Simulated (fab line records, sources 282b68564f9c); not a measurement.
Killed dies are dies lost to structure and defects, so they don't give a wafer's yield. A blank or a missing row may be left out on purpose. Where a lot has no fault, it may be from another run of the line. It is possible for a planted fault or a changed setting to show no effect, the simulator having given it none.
Shared-tool check    flow rit-cmos    Sampled: 12 lots, 36 wafers

WHAT PROMPTED THE OPENING
2 of 12 lots carry a flag on the reading ACTIVE_NITRIDE_THK at RIT_ACTIVE_THK_MEAS_04. Fault-free wafers read 149.7 nm, with a standard deviation of 1.4.
Rule: a lot is flagged when every wafer of it that has a number lies more than 4 standard deviations from that mean, or none has a number. All remaining lots are regarded as sound.

lot   measured     on             ACTIVE_NITRIDE_THK (nm), wafer by wafer  flag
L814  day 1 14:14  film-metro-03  152.2 150.9 151.2                        
L815  day 1 18:46  film-metro-03  149.5 149.1 149.6                        
L816  day 2 01:22  film-metro-03  149.6 149.9 150.1                        
L820  day 2 20:34  film-metro-01  149.1 148.0 148.0                        
L821  day 3 00:32  film-metro-03  100.7 100.8 102.2                        FLAGGED
L822  day 3 08:37  film-metro-01  97.0 99.9 97.3                           FLAGGED
L823  day 3 14:22  film-metro-03  148.8 148.7 147.8                        
L826  day 4 01:32  film-metro-01  148.3 150.0 149.4                        
L828  day 4 11:32  film-metro-03  150.5 151.6 150.4                        
L834  day 5 18:30  film-metro-01  148.5 149.1 149.0                        
L836  day 6 03:55  film-metro-03  151.9 151.4 151.4                        
L837  day 6 09:18  film-metro-03  149.9 150.0 151.6                        
The mean of the flagged lots' numbers is 99.7 nm, -50.0 nm from the usual (-36 standard deviations).

TOOL THAT RAN EACH LOT
The record keeps 1 process step preceding the reading, out of 202 steps on the route. Cell contents, in order: the tool; ch with the chambers the sampled wafers went through; the start.
lot   flag     RIT_ACTIVE_CVD_03
L814           lpcvd-01 ch 0, day 1 12:07
L815           lpcvd-02 ch 1, day 1 17:20
L816           lpcvd-01 ch 1, day 1 22:09
L820           lpcvd-02 ch 1, day 2 19:08
L821  FLAGGED  lpcvd-02 ch 1, day 2 23:07
L822  FLAGGED  lpcvd-02 ch 0, day 3 06:29
L823           lpcvd-01 ch 0, day 3 12:56
L826           lpcvd-01 ch 1, day 4 00:07
L828           lpcvd-01 ch 1, day 4 10:07
L834           lpcvd-01 ch 0, day 5 17:05
L836           lpcvd-01 ch 1, day 6 02:29
L837           lpcvd-02 ch 1, day 6 07:53
These steps, and what they do:
- RIT_ACTIVE_CVD_03: deposits Si3N4 from SiH2Cl2/NH3, target thk 150 nm, time 1500 s.
- RIT_ACTIVE_THK_MEAS_04

FLAGGED AGAINST TOTAL, ONE TOOL AT A TIME (gauges that did the reading follow at the end)
step                    tool           lots run  flagged  share of the flagged lots  sound lots run after its first flagged lot
RIT_ACTIVE_CVD_03       lpcvd-01       7         0        none                       -
RIT_ACTIVE_CVD_03       lpcvd-02       5         2        all                        1 (L837)
RIT_ACTIVE_THK_MEAS_04  film-metro-01  4         1        some                       2 (L826,L834)
RIT_ACTIVE_THK_MEAS_04  film-metro-03  8         1        some                       4 (L823,L828,L836,L837)

WHAT THE TABLE PERMITS
Rows of the table that ran each flagged lot: 1, that is lpcvd-02 at RIT_ACTIVE_CVD_03.
- lpcvd-02 at RIT_ACTIVE_CVD_03 ran 5 lots, 2 of them flagged. Sound lots followed the first flagged one (L837) on it, something a lasting fault affecting the whole tool could not allow.
Every row of the table either missed a flagged lot or ran a sound lot after the first.

WHAT WAS PUT IN BY THE SIMULATOR
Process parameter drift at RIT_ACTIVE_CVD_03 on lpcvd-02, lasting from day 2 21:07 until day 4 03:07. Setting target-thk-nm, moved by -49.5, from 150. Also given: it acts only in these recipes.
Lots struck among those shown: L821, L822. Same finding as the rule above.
